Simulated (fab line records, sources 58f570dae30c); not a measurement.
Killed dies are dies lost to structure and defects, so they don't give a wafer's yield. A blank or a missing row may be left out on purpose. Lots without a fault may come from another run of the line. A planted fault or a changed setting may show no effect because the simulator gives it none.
Split-lot experiment | flow berkeley_cmos170 | 5 lots, 23 wafers read, on a route of 331 steps

THE SPLIT
At UCB170_V2_CMP_02 (polishes SiO2), the setting leave_above_ref_nm was moved away from the recipe's 1000 nm on 11 of the 23 wafers read, by +2.1% to +6.3%. The other wafers ran this setting at the recipe's value.

The file shows no step between the split and the reading.

THE READING
V2_POLISHED_THK, in nm, at UCB170_V2_THK_MEAS_04. Fault-free wafers of this fab line usually give 999.6 nm, standard deviation 1.3 nm.

wafer  | tool, chamber at the split | leave_above_ref_nm as run, nm | against the recipe | V2_POLISHED_THK, nm | against lot-mates on the recipe
L077.1 | cmp-01, 3                  | 1000                          | recipe             | 999.1               | -
L077.2 | cmp-01, 1                  | 1000                          | recipe             | 1000.5              | -
L077.4 | cmp-01, 0                  | 1000                          | recipe             | 1001.5              | -
L084.1 | cmp-02, 0                  | 1021                          | +2.1%              | 1020.6              | +20.6
L084.2 | cmp-02, 1                  | 1021                          | +2.1%              | 1023.0              | +23.0
L084.4 | cmp-02, 2                  | 1000                          | recipe             | 1000.2              | -
L084.5 | cmp-02, 3                  | 1021                          | +2.1%              | 1018.9              | +18.9
L084.6 | cmp-02, 2                  | 1000                          | recipe             | 999.8               | -
L083.1 | cmp-02, 1,3                | 1000                          | recipe             | 998.0               | -
L083.2 | cmp-02, 2                  | 1052                          | +5.2%              | 1051.5              | +52.3
L083.3 | cmp-02, 1,3                | 1000                          | recipe             | 999.8               | -
L083.5 | cmp-02, 1                  | 1052                          | +5.2%              | 1051.9              | +52.7
L083.6 | cmp-02, 2                  | 1000                          | recipe             | 999.8               | -
L080.2 | cmp-02, 1                  | 1000                          | recipe             | 999.7               | -
L080.3 | cmp-02, 0                  | 1063                          | +6.3%              | 1063.9              | +66.1
L080.4 | cmp-02, 3                  | 1000                          | recipe             | 995.9               | -
L080.5 | cmp-02, 0                  | 1063                          | +6.3%              | 1062.1              | +64.3
L080.6 | cmp-02, 3                  | 1063                          | +6.3%              | 1060.6              | +62.8
L082.1 | cmp-01, 3                  | 1000                          | recipe             | 1001.1              | -
L082.2 | cmp-01, 1,0,1              | 1049                          | +4.9%              | 1048.6              | +48.5
L082.4 | cmp-01, 0                  | 1000                          | recipe             | 999.0               | -
L082.5 | cmp-01, 1,0,1              | 1049                          | +4.9%              | 1048.4              | +48.4
L082.6 | cmp-01, 1,0,1              | 1049                          | +4.9%              | 1048.1              | +48.0
Where a row lists several chambers, the file gives one row for several wafers and doesn't say which wafer went through which chamber.

THE FIT
A straight line over all 23 wafers: V2_POLISHED_THK changes by +9.97 nm for each +1% of leave_above_ref_nm; r = +1.00; the points scatter about the line by 1.4 nm.
The same after taking each lot's own level away (the mean of its wafers on the recipe; 23 wafers): +10.1 nm for each +1%; r = +1.00; scatter 1.3 nm.
On that fit, the largest move of leave_above_ref_nm shifts the reading by 64 nm.
The lots' own levels span 997.80 to 1000.37 nm, that is 2.0 times the standard deviation above.
So the lot-to-lot level changes the slope little: the two slopes agree.
Check: with one of the wafers moved furthest among these (+6.3%) left out of the fit, the line predicts +63 nm for it against its lot-mates. It came out at +66.1 nm against them.

OTHER SPLITS ON THESE WAFERS
These wafers also went through other splits before the reading. Each is held against what the fit with the lots' levels taken away leaves over:
other split on the same wafers       | wafers away from the commonest value | r with V2_POLISHED_THK (lot level and that fit taken away)
UCB170_PLDD_EXPOSE_03 dose_mj        | 7                                    | +0.21
UCB170_NLDD_COAT_01 resist_thk_nm    | 7                                    | -0.14
UCB170_SDANNEAL_RTA_01 time_s        | 11                                   | +0.21
UCB170_SILICIDE_SPUTTER_01 time_s    | 9                                    | +0.09
UCB170_CONTACT_COAT_10 resist_thk_nm | 11                                   | +0.10
UCB170_CONTACT_ETCH_18 rf_w          | 4                                    | +0.28
UCB170_M2_METAL_ETCH_18 time_s       | 8                                    | -0.29

THE WHOLE CHAIN: every reading that the file lists as answering this split, in the file's order
step                  | what it does  | reading                                                                   | change (the file's fit)              | r (the file's)
UCB170_V2_CMP_02      | polishes SiO2 | SiO2_of_V2_CVD_00.thk_nm (the simulator's own value, which no gauge read) | +9.98 nm for each +1% of the setting | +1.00
UCB170_V2_THK_MEAS_04 |               | V2_POLISHED_THK                                                           | +10.1 for each +1% of the setting    | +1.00

THE FILE'S OWN FIT
V2_POLISHED_THK changes by +10.1 nm for each +1% of leave_above_ref_nm, r = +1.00.
